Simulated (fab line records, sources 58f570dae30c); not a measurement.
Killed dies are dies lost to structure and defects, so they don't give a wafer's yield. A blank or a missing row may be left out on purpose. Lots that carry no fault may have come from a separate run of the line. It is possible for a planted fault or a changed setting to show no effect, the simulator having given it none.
Which tool was responsible? :: flow berkeley-cmos170 :: Sampling: 13 lots, 39 wafers, 4 of 331 route steps

== WHAT THE GAUGES SHOWED, per wafer ==
UCB170_NVT_TW_MEAS_09. Usual: NVT_TW 523, standard deviation 3.8.
lot: L379
measured: day 6 11:06
on: film-metro-03
NVT_TW: 518 520 516
flag: 

lot: L380
measured: day 6 21:06
on: film-metro-03
NVT_TW: 515 518 515
flag: 

lot: L382
measured: day 6 21:18
on: film-metro-01
NVT_TW: 524 524 522
flag: 

lot: L381
measured: day 6 21:27
on: film-metro-03
NVT_TW: 518 518 516
flag: 

lot: L383
measured: day 7 07:59
on: film-metro-03
NVT_TW: 517 519 518
flag: 

lot: L384
measured: day 8 03:50
on: film-metro-01
NVT_TW: 524 522 524
flag: 

lot: L392
measured: day 9 18:54
on: film-metro-03
NVT_TW: 550 548 551
flag: OFF

lot: L393
measured: day 9 19:08
on: film-metro-04
NVT_TW: 560 558 558
flag: OFF

lot: L397
measured: day 10 22:48
on: film-metro-01
NVT_TW: 524 524 523
flag: 

lot: L395
measured: day 10 22:53
on: film-metro-04
NVT_TW: 556 554 561
flag: OFF

lot: L398
measured: day 11 11:00
on: film-metro-01
NVT_TW: 527 533 529
flag: 

lot: L400
measured: day 11 11:33
on: film-metro-04
NVT_TW: 525 528 526
flag: 

lot: L402
measured: day 12 03:22
on: film-metro-04
NVT_TW: 525 527 527
flag: 

UCB170_CONTACT_CD_MEAS_90: target cd 700 nm. Usual: cd-nm at 700.5 nm, with a standard deviation of 1.6.
lot: L379
measured: day 8 05:49
on: cd-sem-02
cd-nm (nm): 700.6 699.7 703.9
flag: 

lot: L380
measured: day 8 23:20
on: cd-sem-01
cd-nm (nm): 700.7 700.7 700.7
flag: 

lot: L382
measured: day 9 01:39
on: cd-sem-02
cd-nm (nm): 704.3 704.0 700.9
flag: 

lot: L381
measured: day 8 23:48
on: cd-sem-02
cd-nm (nm): 699.7 699.7 699.5
flag: 

lot: L383
measured: day 9 01:23
on: cd-sem-02
cd-nm (nm): 698.4 699.9 699.6
flag: 

lot: L384
measured: day 10 06:53
on: cd-sem-02
cd-nm (nm): 701.4 700.3 699.4
flag: 

lot: L392
measured: day 11 19:18
on: cd-sem-02
cd-nm (nm): 703.2 704.5 703.9
flag: 

lot: L393
measured: day 11 19:36
on: cd-sem-02
cd-nm (nm): 698.7 701.4 701.4
flag: 

lot: L397
measured: day 12 16:31
on: cd-sem-01
cd-nm (nm): 698.8 699.6 698.5
flag: 

lot: L395
measured: day 12 18:19
on: cd-sem-01
cd-nm (nm): 700.8 701.7 700.5
flag: 

lot: L398
measured: day 13 06:16
on: cd-sem-02
cd-nm (nm): 699.3 702.2 701.0
flag: 

lot: L400
measured: day 13 05:56
on: cd-sem-01
cd-nm (nm): 702.9 701.0 702.7
flag: 

lot: L402
measured: day 13 23:02
on: cd-sem-01
cd-nm (nm): 700.6 700.1 701.0
flag: 

UCB170_V1_CD_MEAS_12: target cd 700 nm. Usual: cd-nm at 700.1 nm, with a standard deviation of 1.3.
lot: L379
measured: day 8 12:20
on: cd-sem-02
cd-nm (nm): 699.1 697.8 699.1
flag: 

lot: L380
measured: day 9 04:59
on: cd-sem-01
cd-nm (nm): 699.4 698.7 698.8
flag: 

lot: L382
measured: day 9 09:56
on: cd-sem-01
cd-nm (nm): 700.4 701.9 701.1
flag: 

lot: L381
measured: day 9 07:47
on: cd-sem-02
cd-nm (nm): 699.7 700.7 699.7
flag: 

lot: L383
measured: day 9 10:20
on: cd-sem-01
cd-nm (nm): 700.7 699.6 699.8
flag: 

lot: L384
measured: day 10 12:58
on: cd-sem-02
cd-nm (nm): 698.6 698.3 700.4
flag: 

lot: L392
measured: day 12 01:38
on: cd-sem-02
cd-nm (nm): 700.0 699.3 699.0
flag: 

lot: L393
measured: day 12 02:13
on: cd-sem-02
cd-nm (nm): 699.8 701.8 699.7
flag: 

lot: L397
measured: day 12 22:37
on: cd-sem-01
cd-nm (nm): 698.5 699.0 697.8
flag: 

lot: L395
measured: day 12 23:54
on: cd-sem-01
cd-nm (nm): 700.3 699.0 700.0
flag: 

lot: L398
measured: day 13 12:49
on: cd-sem-02
cd-nm (nm): 701.1 699.4 699.8
flag: 

lot: L400
measured: day 13 12:33
on: cd-sem-01
cd-nm (nm): 700.3 699.8 699.3
flag: 

lot: L402
measured: day 14 08:11
on: cd-sem-02
cd-nm (nm): 700.8 700.4 700.0
flag: 

== WHAT TOOL EACH LOT RAN ON (gives the tool, then ch and the chambers of the sampled wafers, and finally the start) ==
lot: L379
UCB170_NVT_IMPLANT_07: implanter-04 ch 0, day 6 10:52

lot: L380
UCB170_NVT_IMPLANT_07: implanter-01 ch 0, day 6 20:52

lot: L382
UCB170_NVT_IMPLANT_07: implanter-04 ch 0, day 6 21:03

lot: L381
UCB170_NVT_IMPLANT_07: implanter-01 ch 0, day 6 21:14

lot: L383
UCB170_NVT_IMPLANT_07: implanter-02 ch 0, day 7 07:44

lot: L384
UCB170_NVT_IMPLANT_07: implanter-01 ch 0, day 8 03:37

lot: L392
UCB170_NVT_IMPLANT_07: implanter-02 ch 0, day 9 18:39

lot: L393
UCB170_NVT_IMPLANT_07: implanter-02 ch 0, day 9 18:54

lot: L397
UCB170_NVT_IMPLANT_07: implanter-01 ch 0, day 10 22:35

lot: L395
UCB170_NVT_IMPLANT_07: implanter-02 ch 0, day 10 22:40

lot: L398
UCB170_NVT_IMPLANT_07: implanter-04 ch 0, day 11 10:46

lot: L400
UCB170_NVT_IMPLANT_07: implanter-01 ch 0, day 11 11:19

lot: L402
UCB170_NVT_IMPLANT_07: implanter-04 ch 0, day 12 03:07
- UCB170_NVT_IMPLANT_07

== WHAT THE TOOLS THEMSELVES READ (means of the sampled wafers that have a number; where no wafer has one, the mark that the record gives instead) ==
UCB170_NVT_IMPLANT_07. Usual: beam-on-s 10.02 s, standard deviation 0.2; end-station-pressure-torr 4.97e-06 Torr, standard deviation 2.6e-07; faraday-current-uA 9.50, standard deviation 0.18.
lot: L379
tool: implanter-04
beam-on-s (s): 10.09
end-station-pressure-torr (Torr): 5.08e-06
faraday-current-uA: 9.42
flag: 

lot: L380
tool: implanter-01
beam-on-s (s): 9.88
end-station-pressure-torr (Torr): 5.09e-06
faraday-current-uA: 9.62
flag: 

lot: L382
tool: implanter-04
beam-on-s (s): 10.01
end-station-pressure-torr (Torr): 4.96e-06
faraday-current-uA: 9.53
flag: 

lot: L381
tool: implanter-01
beam-on-s (s): 9.82
end-station-pressure-torr (Torr): 4.49e-06
faraday-current-uA: 9.67
flag: 

lot: L383
tool: implanter-02
beam-on-s (s): 10.10
end-station-pressure-torr (Torr): 4.94e-06
faraday-current-uA: 9.43
flag: 

lot: L384
tool: implanter-01
beam-on-s (s): 10.03
end-station-pressure-torr (Torr): 5.09e-06
faraday-current-uA: 9.48
flag: 

lot: L392
tool: implanter-02
beam-on-s (s): 12.33
end-station-pressure-torr (Torr): 9.92e-05
faraday-current-uA: 7.80
flag: OFF

lot: L393
tool: implanter-02
beam-on-s (s): 12.31
end-station-pressure-torr (Torr): 9.63e-05
faraday-current-uA: 7.80
flag: OFF

lot: L397
tool: implanter-01
beam-on-s (s): 10.32
end-station-pressure-torr (Torr): 5.06e-06
faraday-current-uA: 9.23
flag: 

lot: L395
tool: implanter-02
beam-on-s (s): 12.09
end-station-pressure-torr (Torr): 9.52e-05
faraday-current-uA: 7.96
flag: OFF

lot: L398
tool: implanter-04
beam-on-s (s): 10.05
end-station-pressure-torr (Torr): 5.12e-06
faraday-current-uA: 9.48
flag: 

lot: L400
tool: implanter-01
beam-on-s (s): 9.95
end-station-pressure-torr (Torr): 4.77e-06
faraday-current-uA: 9.56
flag: 

lot: L402
tool: implanter-04
beam-on-s (s): 10.12
end-station-pressure-torr (Torr): 4.74e-06
faraday-current-uA: 9.41
flag: 

== THE ANSWER, worked out from the rows above alone ==
Rule: a lot is off if the mean of its wafers that have a number lies more than 3 standard deviations from the usual mean. A lot without any number at a reading at which 4 lots or more have one is off too. Any other lot the step has rows for is counted as sound. The gauges are gone through in route order, then the tools' own readings, and for those a lot's mean is taken as printed above. At the first step where some lot is off, the reading lying furthest off is the one used; lots without a number count as furthest.
Off: L392, L393, L395, seen at UCB170_NVT_TW_MEAS_09 (NVT_TW).
If a tool, at a process step before that reading, ran all the lots that are off and no sound lot after the first of them, it fits. Not tried: the gauges at UCB170_NVT_TW_MEAS_09; whatever is off there is also off at UCB170_NVT_IMPLANT_07, on other tools, and gauge error can't account for it. One fits: implanter-02 at UCB170_NVT_IMPLANT_07. A fault onset in the window from L383 (day 7 07:44, its last sound lot) to L392 (day 9 18:39, its first lot off) fits.
The tool's own readings at UCB170_NVT_IMPLANT_07 bear it out: on the lots that are off they differ by more than 5 times the standard deviation of the sound lots' means. beam-on-s reads 12.24 s there against 10.04 s on the sound lots; end-station-pressure-torr reads 9.69e-05 Torr there against 4.93e-06 Torr on the sound lots; faraday-current-uA reads 7.85 there against 9.48 on the sound lots.

== WHAT THE SIMULATOR PUT IN ==
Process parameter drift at UCB170_NVT_IMPLANT_07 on implanter-02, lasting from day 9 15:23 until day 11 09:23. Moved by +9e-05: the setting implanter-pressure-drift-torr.
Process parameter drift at UCB170_NVT_IMPLANT_07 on implanter-02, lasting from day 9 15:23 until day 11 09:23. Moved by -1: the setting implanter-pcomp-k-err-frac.
Struck lots among those shown: L392, L393, L395. The rule above found the same.
